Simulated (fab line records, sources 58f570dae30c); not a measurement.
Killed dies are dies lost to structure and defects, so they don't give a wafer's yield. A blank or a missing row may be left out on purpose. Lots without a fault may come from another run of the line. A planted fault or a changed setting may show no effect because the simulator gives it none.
fab line records | flow berkeley_cmos170
record lots=5 wafers=27
route steps=331 shown NWELL@27 PWELL@36 ACTIVE@75 SPACER@174 M1@238 M2@289 M3@331
start_h: hours from the record's first day to the start of the lot's first wafer shown | wait_h: hours since the lot's step before | " the same as in the row above | L1.1+2: a row that stands for several wafers | - no value, or no start given | * or withheld: withheld | < > ~ a bound
route shown NAME@n: a module of which the file shows steps, and the number in the route of the first | usual: mean/standard deviation of fault-free wafers | same: alike in all rows | chamber/n: place in a boat | sites: the reading at each site | _std_site: their standard deviation | _edge_site: outer sites' mean less inner sites' | radius_mm: how far each site lies from the wafer's centre | mask NAME#n: copy n | behind: the tool/chamber that last shaped the wafer | hold: why the lot was held/for how many hours/how that ended | device: the transistor (n, p or np) that didn't switch | end of line: the same wafers' tests at the end of the route | a step without rows: its recipe alone | killed: dies lost to structure and defects at the first sort, not the wafer's yield | map: a wafer's dies, x killed, . not, _ none there
set.NAME: the setting as run; set.NAME@STEP: as run at that earlier step | model.NAME: the simulator's own value behind a step, which no gauge read
lots whose settings were changed on purpose; a table a step, a row a wafer
## steps
# step UCB170_NWELL_ETCH_13
# recipe chemistry=CH3F/Ar/O2 target=Si3N4 stop_on=SiO2 CH3F_flow_sccm=20 Ar_flow_sccm=50 O2_flow_sccm=7 pressure_mtorr=50 rf_w=450 target_depth_a=2464 over_etch_frac=0.1 time_s=154
# usual oes_product_au=0.936/0.014
# columns lot.wafer tool chamber start_h wait_h set.target_depth_a oes_product_au model.etch.depth_nm model.KrF_of_NWELL_COAT_07.thk_nm
L074.1 rie_diel-02 2 39.84 0.0 2464 0.916 223.4 714.8
L074.2 " 1 " " 2464 0.932 - 722.4
L074.3 " 3 " " 3763 0.727 222 636.6
L074.4 " 0 " " 3763 0.735 - 631.1
L074.5 " 3 " " 2464 0.928 222.5 723.5
L074.6 " 0 " " 3763 0.749 - 630.5
L075.1 rie_diel-04 1 40.09 0.0 2464 0.928 223.7 717.9
L075.2 " 3 " " 2464 0.929 226.8 720.6
L075.6 " 1 " " 2464 0.932 226.9 717.8
L076.1 rie_diel-02 3 49.04 0.0 1682 0.978 - 780.8
L076.2 " 2 " " 1682 0.984 - 772.9
L076.3 " 1 " " 2464 0.926 - 729.8
L076.4 " 0 " " 2464 0.939 222.9 723.6
L076.5 " 2 " " 2464 0.908 221.8 720.9
L076.6 " 1 " " 1682 0.973 165.2 780.6
L083.1 rie_diel-02 0 76.32 0.0 3573 0.767 223.9 648.8
L083.2 " 2 " " 2464 0.916 - 716.9
L083.3 " 3 " " 3573 0.761 - 652.7
L083.4 " 1 " " 3573 0.760 - 653.7
L083.5 " 2 " " 2464 0.918 224.3 717.1
L083.6 " 1 " " 2464 0.933 223.8 726.1
L085.1 rie_diel-01 2 85.84 0.0 1680 1.026 172.4 768.6
L085.2 " 1 " " 2464 0.942 223.4 723.5
L085.3 " 3 " " 2464 0.963 - 717.2
L085.4 " 0 " " 2464 0.927 - 715.4
L085.5 " 0 " " 1680 1.005 - 771.9
L085.6 " 1 " " 1680 1.009 169.2 773.5
# step UCB170_NWELL_IMPLANT_14
# recipe species=P dose_cm2=1e+13 energy_kev=150 tilt_deg=7
# step UCB170_NWELL_STRIP_15
# recipe chemistry=O2 power_w=400 pressure_mtorr=3500 platen_temp_c=withheld o2_flow_sccm=400 overash_fraction=0.5
# usual strip_time_to_endpoint_s=18.02/0.1
# columns lot.wafer tool chamber start_h wait_h set.target_depth_a@NWELL_ETCH_13 strip_time_to_endpoint_s
L074.1 plasma_asher-04 1 40.09 0.1 2464 17.85
L074.2 " 0 " " 2464 18.05
L074.3 " 1 " " 3763 15.97
L074.4 " 0 " " 3763 15.83
L074.5 " 1 " " 2464 18.07
L074.6 " 0 " " 3763 15.84
L075.1 plasma_asher-03 0 40.34 0.1 2464 17.94
L075.2 " 1 " " 2464 18.00
L075.6 " 0 " " 2464 17.92
L076.1 plasma_asher-04 0 49.29 0.1 1682 19.44
L076.2 " 1 " " 1682 19.25
L076.3 " 1 " " 2464 18.21
L076.4 " 0 " " 2464 18.07
L076.5 " 0 " " 2464 18.00
L076.6 " 1 " " 1682 19.45
L083.1 plasma_asher-04 1 76.58 0.1 3573 16.27
L083.2 " 0 " " 2464 17.91
L083.3 " 1 " " 3573 16.38
L083.4 " 0 " " 3573 16.39
L083.5 " 0 " " 2464 17.92
L083.6 " 1 " " 2464 18.11
L085.1 plasma_asher-02 1 86.09 0.1 1680 19.14
L085.2 " 0 " " 2464 18.05
L085.3 " 0 " " 2464 17.93
L085.4 " 1 " " 2464 17.86
L085.5 " 1 " " 1680 19.22
L085.6 " 0 " " 1680 19.26
# step UCB170_PWELL_OXIDATION_02
# recipe temp_c=1000 ambient=O2 target_thk_a=264 ox_time_s=1260
# columns lot.wafer tool chamber start_h wait_h set.ox_time_s model.SiO2_of_PWELL_OXIDATION_02.thk_nm
L074.1 - - - 3.0 819.5 21.24
L074.2+3 " - " " 819.5 21.51
L074.4 " - " " 819.5 21.2
L074.5 " - " " 819.5 21.62
L074.6 " - " " 819.5 21.52
L075.1 furnace-02 0 48.07 3.0 1260 27.38
L075.2 " 0 " " 1260 27.14
L075.6 " 0 " " 1260 26.84
L076.1 - - - 4.7 1450 29.82
L076.2 " - " " 1450 29.14
L076.3 " - " " 1450 29.85
L076.4 " - " " 1450 29.1
L076.5 " - " " 1450 29.33
L076.6 " - " " 1450 29.4
L083.1 - - - 4.1 1537 28.7
L083.2 " - " " 1537 29.23
L083.3 " - " " 1537 29.31
L083.4 " - " " 1537 28.6
L083.5 " - " " 1537 29.01
L083.6 " - " " 1537 28.37
L085.1 - - - 2.7 1260 26.52
L085.2 " - " " 1260 26.82
L085.3 " - " " 1260 26.12
L085.4 " - " " 1260 26.42
L085.5 " - " " 1260 26.15
L085.6 " - " " 1260 26.38
# step UCB170_PWELL_THK_MEAS_03
# recipe reads=SiO2_of_PWELL_OXIDATION_02
# usual PWELL_OXIDE_THK=26.8/0.6
# columns lot.wafer tool chamber start_h wait_h set.ox_time_s@PWELL_OXIDATION_02 PWELL_OXIDE_THK[nm]
L074.1 film_metro-02 - - - 819.5 21.3
L074.2 " - " " 819.5 21.5
L074.3 " - " " 819.5 21.4
L074.4 " - " " 819.5 21.2
L074.5 " - " " 819.5 21.6
L074.6 " - " " 819.5 21.5
L075.1 film_metro-04 - 49.42 0.0 1260 27.4
L075.2 " - " " 1260 27.1
L075.6 " - " " 1260 26.8
L076.1 film_metro-01 - - - 1450 29.8
L076.2 " - " " 1450 29.1
L076.3 " - " " 1450 29.8
L076.4 " - " " 1450 29.1
L076.5 " - " " 1450 29.4
L076.6 " - " " 1450 29.4
L083.1 film_metro-04 - - - 1537 28.7
L083.2 " - " " 1537 29.3
L083.3 " - " " 1537 29.3
L083.4 " - " " 1537 28.6
L083.5 " - " " 1537 29.0
L083.6 " - " " 1537 28.3
L085.1 film_metro-01 - - - 1260 26.5
L085.2 " - " " 1260 26.8
L085.3 " - " " 1260 26.2
L085.4 " - " " 1260 26.4
L085.5 " - " " 1260 26.2
L085.6 " - " " 1260 26.4
# step UCB170_ACTIVE_ETCH_15
# recipe chemistry=CH3F/Ar/O2 target=Si3N4 stop_on=SiO2 CH3F_flow_sccm=20 Ar_flow_sccm=50 O2_flow_sccm=7 pressure_mtorr=50 rf_w=450 target_depth_a=2420 over_etch_frac=0.1 time_s=151
# usual oes_product_au=0.935/0.012
# columns lot.wafer tool chamber start_h wait_h set.time_s oes_product_au model.etch.depth_nm model.KrF_of_ACTIVE_COAT_08.thk_nm model.SiO2_of_ACTIVE_OXIDATION_02.thk_nm
L074.1 rie_diel-02 3 89.89 0.0 173.9 0.912 218.2 707.1 16.16
L074.2 " 0 " " 151 0.917 - 724.4 22.45
L074.3 " 1 " " 151 0.932 217.6 726.3 22.42
L074.4 " 2 " " 173.9 0.890 - 693.3 14.6
L074.5 " 2 " " 151 0.912 219.4 719 20.75
L074.6 " 3 " " 173.9 0.912 - 704.5 16.34
L075.1 rie_diel-03 1 90.23 0.0 151 0.949 222.8 727.4 22.79
L075.2 " 0 " " 151 0.943 222.8 728.9 21.48
L075.6 " 0 " " 151 0.938 223.9 727.7 21.08
L076.1 rie_diel-03 0 93.07 0.0 151 0.929 - 725.6 21.24
L076.2 " 2 " " 64.44 1.013 - 818 24.83
L076.3 " 1 " " 64.44 0.999 - 818.9 25.19
L076.4 " 1 " " 64.44 1.008 103.8 818.2 24.72
L076.5 " 0 " " 151 0.927 218.4 727.5 21.84
L076.6 " 2 " " 151 0.938 218.3 722.6 22.75
L085.1 rie_diel-02 3 129.67 0.0 86.8 0.996 138.7 798.5 24.01
L085.2 " 2 " " 151 0.911 220 724.1 20.83
L085.3 " 0 " " 86.8 1.002 - 797.9 23.76
L085.4 " 1 " " 151 0.930 - 729.2 22.08
L085.5 " 1 " " 86.8 0.984 - 798.3 23.8
L085.6 " 2 " " 151 0.921 222.3 722.2 21.01
L083.1 rie_diel-04 3 129.91 0.0 151 0.932 223.1 723.7 21.7
L083.2 " 1 " " 236 0.906 - 632.2 0
L083.3 " 2 " " 151 0.937 - 723.8 22.55
L083.4 " 0 " " 236 0.917 - 633.6 0
L083.5 " 1 " " 236 0.908 225.5 635.4 0
L083.6 " 2 " " 151 0.942 223.1 724.5 21.91
# step UCB170_ACTIVE_STRIP_16
# recipe chemistry=O2 power_w=400 pressure_mtorr=3500 platen_temp_c=withheld o2_flow_sccm=400 overash_fraction=0.5
# usual strip_time_to_endpoint_s=18.11/0.085
# columns lot.wafer tool chamber start_h wait_h set.time_s@ACTIVE_ETCH_15 strip_time_to_endpoint_s
L074.1 plasma_asher-01 1 89.99 0.1 173.9 17.68
L074.2 " 0 " " 151 18.09
L074.3 " 1 " " 151 18.13
L074.4 " 0 " " 173.9 17.34
L074.5 " 0 " " 151 17.95
L074.6 " 1 " " 173.9 17.61
L075.1 plasma_asher-02 0 90.33 0.1 151 18.16
L075.2 " 1 " " 151 18.19
L075.6 " 0 " " 151 18.16
L076.1 plasma_asher-02 1 93.17 0.1 151 18.12
L076.2 " 0 " " 64.44 20.32
L076.3 " 0 " " 64.44 20.34
L076.4 " 1 " " 64.44 20.33
L076.5 " 0 " " 151 18.16
L076.6 " 1 " " 151 18.03
L085.1 plasma_asher-01 1 129.77 0.1 86.8 19.84
L085.2 " 0 " " 151 18.08
L085.3 " 0 " " 86.8 19.87
L085.4 " 1 " " 151 18.18
L085.5 " 1 " " 86.8 19.85
L085.6 " 0 " " 151 18.03
L083.1 plasma_asher-04 0 130.01 0.1 151 18.06
L083.2 " 1 " " 236 15.88
L083.3 " 1 " " 151 18.08
L083.4 " 0 " " 236 15.91
L083.5 " 1 " " 236 15.96
L083.6 " 0 " " 151 18.08
# step UCB170_SPACER_ETCHBACK_03
# recipe stop_on=Si target=SiO2 chemistry=CHF3/CF4/Ar CHF3_flow_sccm=50 cf4_flow_sccm=10 Ar_flow_sccm=120 pressure_mtorr=200 rf_w=500 target_depth_a=3760 time_s=100
# usual oes_product_au=0.898/0.015
# columns lot.wafer tool chamber start_h wait_h set.target_depth_a oes_product_au
L074.1 rie_diel-04 2 144.33 0.0 5958 0.670
L074.2 " 0 " " 5958 0.671
L074.3 " 1 " " 5958 0.655
L074.4 " 3 " " 3760 0.891
L074.5 " 1 " " 3760 0.891
L074.6 " 0 " " 3760 0.902
L075.1 rie_diel-02 2 144.33 0.0 3760 0.877
L075.2 " 0 " " 3760 0.904
L075.6 " 2 " " 3760 0.879
L076.1 rie_diel-02 3 150.20 0.0 3760 0.881
L076.2 " 2 " " 1962 1.011
L076.3 " 0 " " 1962 1.017
L076.4 " 2 " " 3760 0.872
L076.5 " 0 " " 1962 1.023
L076.6 " 3 " " 3760 0.897
L083.1 rie_diel-01 1 188.76 0.0 3760 0.911
L083.2 " 0 " " 3760 0.894
L083.3 " 2 " " 3760 0.909
L083.4 " 3 " " 3760 0.923
L083.5 " 3 " " 3760 0.915
L083.6 " 2 " " 3760 0.918
L085.1 rie_diel-04 3 188.76 0.0 3760 0.874
L085.2 " 1 " " 3760 0.885
L085.3 " 2 " " 3760 0.891
L085.4 " 2 " " 3760 0.896
L085.5 " 1 " " 3760 0.885
L085.6 " 3 " " 3760 0.880
# step UCB170_M1_SPUTTER_00
# recipe material=Al target_thk_nm=600 time_s=80 power_w=6000 chamber_pressure_pa=0.5
# columns lot.wafer tool chamber start_h wait_h set.time_s model.Al_of_M1_SPUTTER_00.thk_nm
L074.1 pvd_sputter-04 - 155.29 0.0 80 602.1
L074.2 " - " " 127.4 953.5
L074.3 " - " " 80 600.7
L074.4 " - " " 127.4 953.4
L074.5 " - " " 80 594.9
L074.6 " - " " 127.4 956.6
L075.1 pvd_sputter-03 - 156.89 0.0 80 580.7
L075.2 " - " " 80 585.2
L075.6 " - " " 80 574.4
L076.1 pvd_sputter-04 - 164.06 0.0 97.5 737.5
L076.2 " - " " 97.5 741.5
L076.3 " - " " 97.5 736.5
L076.4 " - " " 80 601.9
L076.5 " - " " 80 608.9
L076.6 " - " " 80 603.6
L085.1 pvd_sputter-02 - 199.36 0.0 80 595.1
L085.2 " - " " 80 592.8
L085.3 " - " " 126 930.9
L085.4 " - " " 126 948.3
L085.5 " - " " 126 941.8
L085.6 " - " " 80 602.1
L083.1 pvd_sputter-04 - 199.50 0.0 80 599.5
L083.2 " - " " 57.28 438.1
L083.3 " - " " 57.28 435.8
L083.4 " - " " 57.28 430.1
L083.5 " - " " 80 600.7
L083.6 " - " " 80 603.1
# step UCB170_M1_RS_MEAS_01
# recipe thk_meas_gauge=four-point-probe reads=Al_of_M1_SPUTTER_00
# usual M1_AL_RS=0.0489/0.00081
# columns lot.wafer tool chamber start_h wait_h set.time_s@M1_SPUTTER_00 M1_AL_RS[ohm/sq]
L074.1 film_metro-04 - 155.35 0.0 80 0.0484
L074.2 " - " " 127.4 0.0304
L074.3 " - " " 80 0.0485
L074.4 " - " " 127.4 0.0304
L074.5 " - " " 80 0.0490
L074.6 " - " " 127.4 0.0303
L075.1 film_metro-03 - 156.96 0.0 80 0.0501
L075.2 " - " " 80 0.0497
L075.6 " - " " 80 0.0507
L076.1 film_metro-02 - 164.12 0.0 97.5 0.0394
L076.2 " - " " 97.5 0.0392
L076.3 " - " " 97.5 0.0394
L076.4 " - " " 80 0.0485
L076.5 " - " " 80 0.0478
L076.6 " - " " 80 0.0483
L085.1 film_metro-02 - 199.42 0.0 80 0.0489
L085.2 " - " " 80 0.0491
L085.3 " - " " 126 0.0311
L085.4 " - " " 126 0.0305
L085.5 " - " " 126 0.0307
L085.6 " - " " 80 0.0483
L083.1 film_metro-04 - 199.56 0.0 80 0.0486
L083.2 " - " " 57.28 0.0669
L083.3 " - " " 57.28 0.0672
L083.4 " - " " 57.28 0.0683
L083.5 " - " " 80 0.0483
L083.6 " - " " 80 0.0482
# step UCB170_M1_THK_MEAS_02
# recipe thk_meas_gauge=xrf reads=Al_of_M1_SPUTTER_00
# usual M1_AL_THK=596/10
# columns lot.wafer tool chamber start_h wait_h set.time_s@M1_SPUTTER_00 M1_AL_THK[nm]
L074.1 film_metro-04 - 155.47 0.1 80 599
L074.2 " - " " 127.4 950
L074.3 " - " " 80 599
L074.4 " - " " 127.4 949
L074.5 " - " " 80 596
L074.6 " - " " 127.4 955
L075.1 film_metro-03 - 157.08 0.1 80 580
L075.2 " - " " 80 584
L075.6 " - " " 80 575
L076.1 film_metro-02 - 164.24 0.1 97.5 739
L076.2 " - " " 97.5 746
L076.3 " - " " 97.5 739
L076.4 " - " " 80 605
L076.5 " - " " 80 609
L076.6 " - " " 80 606
L085.1 film_metro-02 - 199.54 0.1 80 596
L085.2 " - " " 80 592
L085.3 " - " " 126 932
L085.4 " - " " 126 950
L085.5 " - " " 126 940
L085.6 " - " " 80 607
L083.1 film_metro-04 - 199.68 0.1 80 598
L083.2 " - " " 57.28 437
L083.3 " - " " 57.28 436
L083.4 " - " " 57.28 429
L083.5 " - " " 80 598
L083.6 " - " " 80 607
# step UCB170_M1_COAT_03
# recipe resist=BARC temp_c=withheld time_s=withheld spin_rpm=3000 resist_thk_nm=withheld
# step UCB170_M1_COAT_04
# recipe resist=KrF spin_rpm=1500 resist_thk_nm=900
# step UCB170_M1_ETCH_11
# recipe chemistry=N2/H2 target_depth_a=withheld overetch_a=withheld target=BARC time_s=withheld source_w=500 bias_w=100 pressure_mtorr=30 n2_flow_sccm=100 h2_flow_sccm=200
# step UCB170_M1_METAL_ETCH_12
# recipe chemistry=Cl2/BCl3 target=Al stop_on=PSG pressure_mtorr=12 target_depth_a=7800 over_etch_frac=0.3 time_s=130 icp_w=600 bias_w=120 Cl2_flow_sccm=90 bcl3_flow_sccm=45
# usual oes_product_au=0.858/0.01
# columns lot.wafer tool chamber start_h wait_h set.time_s@M1_SPUTTER_00 oes_product_au
L074.1 rie_metal-02 1 157.03 - 80 0.855
L074.2 " 0 " " 127.4 1.000
L074.3 " 1 " " 80 0.860
L074.4 " 0 " " 127.4 1.019
L074.5 " 1 " " 80 0.855
L074.6 " 0 " " 127.4 1.004
L075.1 rie_metal-03 0 158.30 - 80 0.841
L075.2 " 1 " " 80 0.859
L075.6 " 1 " " 80 0.839
L076.1 rie_metal-01 0 166.25 - 97.5 0.965
L076.2 " 1 " " 97.5 0.972
L076.3 " 1 " " 97.5 0.987
L076.4 " 0 " " 80 0.858
L076.5 " 0 " " 80 0.872
L076.6 " 1 " " 80 0.869
L085.1 rie_metal-01 1 200.82 - 80 0.859
L085.2 " 0 " " 80 0.851
L085.3 " 1 " " 126 1.004
L085.4 " 0 " " 126 1.003
L085.5 " 1 " " 126 1.014
L085.6 " 0 " " 80 0.859
L083.1 rie_metal-03 1 201.54 - 80 0.865
L083.2 " 0 " " 57.28 0.722
L083.3 " 0 " " 57.28 0.723
L083.4 " 1 " " 57.28 0.735
L083.5 " 0 " " 80 0.854
L083.6 " 1 " " 80 0.872
# step UCB170_M2_METAL_ETCH_18
# recipe chemistry=Cl2/BCl3 target=Al stop_on=SiO2 pressure_mtorr=12 target_depth_a=11700 over_etch_frac=0.3 time_s=195 icp_w=600 bias_w=120 Cl2_flow_sccm=90 bcl3_flow_sccm=45
# columns lot.wafer tool chamber start_h wait_h set.time_s model.KrF_of_M2_COAT_10.thk_nm model.M2.feature_depth_nm
L074.1 rie_metal-01 0 168.44 - 195 219.6 956.7
L074.2 " 1 " " 195 216.9 961.1
L074.3 " 0 " " 195 219 939
L074.4 " 1 " " 195 215.1 975.7
L074.5 " 0 " " 195 214.2 963.8
L074.6 " 1 " " 195 210.8 944.7
L075.1 rie_metal-04 1 168.80 - 195 218.3 941
L075.2 " 0 " " 195 221.2 946.6
L075.6 " 0 " " 195 223.7 951.1
L076.1 rie_metal-04 0 179.62 - 195 226.3 948.1
L076.2 " 1 " " 195 217.9 950.7
L076.3 " 0 " " 124.7 459 742.8
L076.4 " 1 " " 124.7 459.3 746.4
L076.5 " 1 " " 124.7 457.9 746.4
L076.6 " 0 " " 195 217.3 946.9
L085.1 rie_metal-01 1 208.90 - 300.2 0 1011
L085.2 " 1 " " 195 226 952.8
L085.3 " 1 " " 195 222 960
L085.4 " 1 " " 300.2 0 1016
L085.5 " 1 " " 195 222.1 951.5
L085.6 " 1 " " 300.2 0 1009
L083.1 rie_metal-04 1 209.90 - 195 214 974.3
L083.2 " 0 " " 274.7 0 1002
L083.3 " 0 " " 274.7 0 1017
L083.4 " 1 " " 195 220.3 944.9
L083.5 " 0 " " 274.7 0 996.4
L083.6 " 1 " " 195 215.1 940.7
# step UCB170_M2_STRIP_19
# recipe chemistry=O2 power_w=400 pressure_mtorr=3500 platen_temp_c=withheld o2_flow_sccm=400 overash_fraction=0.5
# usual oes_product_au=0.549/0.011
# columns lot.wafer tool chamber start_h wait_h set.time_s@M2_METAL_ETCH_18 oes_product_au
L074.1 plasma_asher-02 1 168.63 0.1 195 0.547
L074.2 " 0 " " 195 0.555
L074.3 " 1 " " 195 0.548
L074.4 " 0 " " 195 0.553
L074.5 " 1 " " 195 0.551
L074.6 " 0 " " 195 0.535
L075.1 plasma_asher-01 1 168.99 0.1 195 0.548
L075.2 " 0 " " 195 0.554
L075.6 " 1 " " 195 0.554
L076.1 plasma_asher-01 0 179.81 0.1 195 0.550
L076.2 " 1 " " 195 0.550
L076.3 " 1 " " 124.7 0.725
L076.4 " 0 " " 124.7 0.722
L076.5 " 1 " " 124.7 0.713
L076.6 " 0 " " 195 0.543
L085.1 plasma_asher-01 0 209.27 0.3 300.2 0.313
L085.2 " 1 " " 195 0.560
L085.3 " 1 " " 195 0.552
L085.4 " 0 " " 300.2 0.311
L085.5 " 0 " " 195 0.552
L085.6 " 1 " " 300.2 0.318
L083.1 plasma_asher-03 1 210.09 0.1 195 0.539
L083.2 " 0 " " 274.7 0.316
L083.3 " 0 " " 274.7 0.315
L083.4 " 1 " " 195 0.555
L083.5 " 1 " " 274.7 0.318
L083.6 " 0 " " 195 0.547
# step UCB170_M2_CD_MEAS_90
# recipe target_cd_nm=700
# usual cd_nm=697/3.6
# columns lot.wafer tool chamber start_h wait_h set.time_s@M2_METAL_ETCH_18 cd_nm
L074.1 cd_sem-01 - 168.73 0.1 195 705
L074.2 " - " " 195 700
L074.3 " - " " 195 704
L074.4 " - " " 195 697
L074.5 " - " " 195 704
L074.6 " - " " 195 699
L075.1 cd_sem-02 - 169.09 0.1 195 701
L075.2 " - " " 195 694
L075.6 " - " " 195 694
L076.1 cd_sem-02 - 179.91 0.1 195 698
L076.2 " - " " 195 702
L076.3 " - " " 124.7 713
L076.4 " - " " 124.7 718
L076.5 " - " " 124.7 723
L076.6 " - " " 195 696
L085.1 cd_sem-01 - 209.37 0.1 300.2 670
L085.2 " - " " 195 695
L085.3 " - " " 195 697
L085.4 " - " " 300.2 671
L085.5 " - " " 195 695
L085.6 " - " " 300.2 670
L083.1 cd_sem-02 - 210.19 0.1 195 699
L083.2 " - " " 274.7 675
L083.3 " - " " 274.7 677
L083.4 " - " " 195 698
L083.5 " - " " 274.7 674
L083.6 " - " " 195 699
# step UCB170_M3_PROBE_99
# columns lot.wafer tool chamber start_h wait_h set.target_depth_a@SPACER_ETCHBACK_03 model.etest.pldd.rs_ohm_sq
L074.1 prober-01 - 174.89 0.1 5958 3.591
L074.2 prober-01 - 174.94 0.1 5958 -
L074.3 prober-01 - 174.99 0.2 5958 3.606
L074.4+6 prober-01 - 175.04 0.2 3760 -
L074.5 prober-01 - 175.09 0.2 3760 1098
L075.1 prober-02 - 175.19 0.2 3760 1075
L075.2 prober-02 - 175.24 0.3 3760 1118
L075.6 prober-02 - 175.44 0.4 3760 1117
L076.1 prober-01 - 185.27 0.1 3760 1006
L076.2+3 prober-01 - 185.32 0.1 1962 -
L076.4 prober-01 - 185.42 0.2 3760 -
L076.5 prober-01 - 185.47 0.2 1962 1122
L085.1+3+4+5 prober-02 - 214.73 0.1 3760 -
L085.2 prober-02 - 214.78 0.1 3760 1106
L083.1 prober-01 - 215.76 0.1 3760 1111
L083.3 prober-01 - 215.86 0.2 3760 1102
L083.6 prober-01 - 216.01 0.2 3760 1118
# killed by level:class
L075.1 GATE:geometric_particle:short=2 GATE:geometric_particle:open=1 SPACER:geometric_particle:short=1 CONTACT:geometric_particle:open=1
L075.2 FIELD:geometric_particle:open=1 SACOX:geometric_particle:short=1 SILICIDE:geometric_particle:short=1 M1:geometric_particle:short=1 V1:geometric_particle:open=1 M2:geometric_particle:short=1 M3:geometric_particle:open=1 ACTIVE:area_etch=1
L075.6 ACTIVE:area_etch=3 SACOX:geometric_particle:open=1 SCREENOX:geometric_particle:open=1 V1:geometric_particle:short=1
## key
split step=UCB170_NWELL_ETCH_13 setting=target_depth_a stated=2464 by=wafer
response step=UCB170_NWELL_ETCH_13 reading=oes_product_au change=-0.00308 per=1% r=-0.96
response step=UCB170_NWELL_ETCH_13 reading=model.etch.depth_nm shape=bent at_lowest=170.8 at_stated=223.9 at_highest=222
response step=UCB170_NWELL_ETCH_13 reading=model.KrF_of_NWELL_COAT_07.thk_nm change=-1.62 per=1% r=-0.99
response step=UCB170_NWELL_STRIP_15 reading=strip_time_to_endpoint_s change=* per=1% r=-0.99
split step=UCB170_PWELL_OXIDATION_02 setting=ox_time_s stated=1260 by=lot
response step=UCB170_PWELL_OXIDATION_02 reading=model.SiO2_of_PWELL_OXIDATION_02.thk_nm change=+0.141 per=1% r=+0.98
response step=UCB170_PWELL_THK_MEAS_03 reading=PWELL_OXIDE_THK change=+0.142 per=1% r=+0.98
split step=UCB170_ACTIVE_ETCH_15 setting=time_s stated=151 by=wafer
response step=UCB170_ACTIVE_ETCH_15 reading=oes_product_au change=-0.00108 per=1% r=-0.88
response step=UCB170_ACTIVE_ETCH_15 reading=model.etch.depth_nm shape=bent at_lowest=103.8 at_stated=221.1 at_highest=225.5
response step=UCB170_ACTIVE_ETCH_15 reading=model.KrF_of_ACTIVE_COAT_08.thk_nm change=-1.63 per=1% r=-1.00
response step=UCB170_ACTIVE_ETCH_15 reading=model.SiO2_of_ACTIVE_OXIDATION_02.thk_nm shape=bent at_lowest=24.91 at_stated=21.79 at_highest=0
response step=UCB170_ACTIVE_STRIP_16 reading=strip_time_to_endpoint_s change=* per=1% r=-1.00
split step=UCB170_SPACER_ETCHBACK_03 setting=target_depth_a stated=3760 by=wafer
response step=UCB170_SPACER_ETCHBACK_03 reading=oes_product_au change=-0.00347 per=1% r=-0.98
response step=UCB170_M3_PROBE_99 reading=model.etest.pldd.rs_ohm_sq shape=bent at_lowest=1122 at_stated=1095 at_highest=3.598
split step=UCB170_M1_SPUTTER_00 setting=time_s stated=80 by=wafer
response step=UCB170_M1_SPUTTER_00 reading=model.Al_of_M1_SPUTTER_00.thk_nm change=+5.98 per=1% r=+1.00
response step=UCB170_M1_RS_MEAS_01 reading=M1_AL_RS shape=bent at_lowest=0.0675 at_stated=0.0488 at_highest=0.0303
response step=UCB170_M1_THK_MEAS_02 reading=M1_AL_THK change=+5.96 per=1% r=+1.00
response step=UCB170_M1_METAL_ETCH_12 reading=oes_product_au change=+0.00295 per=1% r=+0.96
split step=UCB170_M2_METAL_ETCH_18 setting=time_s stated=195 by=wafer
response step=UCB170_M2_METAL_ETCH_18 reading=model.KrF_of_M2_COAT_10.thk_nm change=-5.01 per=1% r=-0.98
response step=UCB170_M2_METAL_ETCH_18 reading=model.M2.feature_depth_nm shape=bent at_lowest=745.2 at_stated=952.8 at_highest=1012
response step=UCB170_M2_STRIP_19 reading=oes_product_au change=-0.00486 per=1% r=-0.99
response step=UCB170_M2_CD_MEAS_90 reading=cd_nm change=-0.513 per=1% r=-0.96
